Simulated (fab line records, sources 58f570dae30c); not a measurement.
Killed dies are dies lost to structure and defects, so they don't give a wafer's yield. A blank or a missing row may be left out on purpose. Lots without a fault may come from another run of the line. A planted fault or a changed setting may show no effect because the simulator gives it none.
Split-lot experiment | flow berkeley_cmos170 | 5 lots, 23 wafers read, on a route of 331 steps

THE SPLIT
At UCB170_M3_COAT_10 (resist thk 900 nm), the setting resist_thk_nm was moved away from the recipe's 900 nm on 9 of the 23 wafers read, by -1.8% to +4.5%. The other wafers ran this setting at the recipe's value.

The reading is taken at the split's own step.

THE READING
KrF_of_M3_COAT_10.thk_nm (the simulator's own value, which no gauge read), in nm, at UCB170_M3_COAT_10 (resist thk 900 nm). The file gives no usual value for it. The 14 wafers here that ran the recipe average 898.9 nm, standard deviation 1.3 nm.

wafer  | tool, chamber at the split | resist_thk_nm as run, nm | against the recipe | KrF_of_M3_COAT_10.thk_nm, nm | against lot-mates on the recipe
L078.1 | litho_track-03, 0          | 900                      | recipe             | 899.7                        | -
L078.2 | litho_track-03, 0          | 933.9                    | +3.8%              | 933.6                        | +33.4
L078.3 | litho_track-03, 0          | 933.9                    | +3.8%              | 932.6                        | +32.4
L078.5 | litho_track-03, 0          | 900                      | recipe             | 900.6                        | -
L078.6 | litho_track-03, 0          | 933.9                    | +3.8%              | 936.2                        | +36.0
L076.1 | litho_track-04, 0          | 940.3                    | +4.5%              | 938.6                        | +41.0
L076.2 | litho_track-04, 0          | 940.3                    | +4.5%              | 937.4                        | +39.8
L076.3 | litho_track-04, 0          | 900                      | recipe             | 896.4                        | -
L076.4 | litho_track-04, 0          | 900                      | recipe             | 898.8                        | -
L076.6 | litho_track-04, 0          | 940.3                    | +4.5%              | 934.9                        | +37.3
L080.1 | litho_track-04, 0          | 900                      | recipe             | 897.5                        | -
L080.2 | litho_track-04, 0          | 900                      | recipe             | 901.8                        | -
L080.3 | litho_track-04, 0          | 900                      | recipe             | 898.8                        | -
L080.4 | litho_track-04, 0          | 900                      | recipe             | 899.8                        | -
L080.6 | litho_track-04, 0          | 900                      | recipe             | 898.9                        | -
L085.1 | litho_track-04, 0          | 900                      | recipe             | 898.9                        | -
L085.2 | litho_track-04, 0          | 900                      | recipe             | 898.5                        | -
L085.6 | litho_track-04, 0          | 900                      | recipe             | 898.3                        | -
L084.1 | litho_track-04, 0          | 884.1                    | -1.8%              | 883.7                        | -14.6
L084.2 | litho_track-04, 0          | 900                      | recipe             | 897.4                        | -
L084.3 | litho_track-04, 0          | 884.1                    | -1.8%              | 881.9                        | -16.4
L084.4 | litho_track-04, 0          | 900                      | recipe             | 899.2                        | -
L084.6 | litho_track-04, 0          | 884.1                    | -1.8%              | 881.5                        | -16.8

THE FIT
A straight line over all 23 wafers: KrF_of_M3_COAT_10.thk_nm changes by +8.92 nm for each +1% of resist_thk_nm; r = +1.00; the points scatter about the line by 1.7 nm.
The same after taking each lot's own level away (the mean of its wafers on the recipe; 23 wafers): +8.9 nm for each +1%; r = +1.00; scatter 1.3 nm.
On that fit, the largest move of resist_thk_nm shifts the reading by 40 nm.
The lots' own levels span 897.60 to 900.15 nm, that is 2.0 times the standard deviation above.
So the lot-to-lot level changes the slope little: the two slopes agree.
Check: with one of the wafers moved furthest among these (+4.5%) left out of the fit, the line predicts +39.6 nm for it against its lot-mates. It came out at +41 nm against them.

OTHER SPLITS ON THESE WAFERS
These wafers also went through other splits before the reading. Each is held against what the fit with the lots' levels taken away leaves over:
other split on the same wafers | wafers away from the commonest value | r with KrF_of_M3_COAT_10.thk_nm (lot level and that fit taken away)
UCB170_M2_ETCH_17 source_w     | 4                                    | +0.40
UCB170_V2_COAT_07 spin_rpm     | 4                                    | -0.11
UCB170_V2_EXPOSE_09 dose_mj    | 9                                    | +0.17

THE FILE'S OWN FIT
KrF_of_M3_COAT_10.thk_nm changes by +8.9 nm for each +1% of resist_thk_nm, r = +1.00.
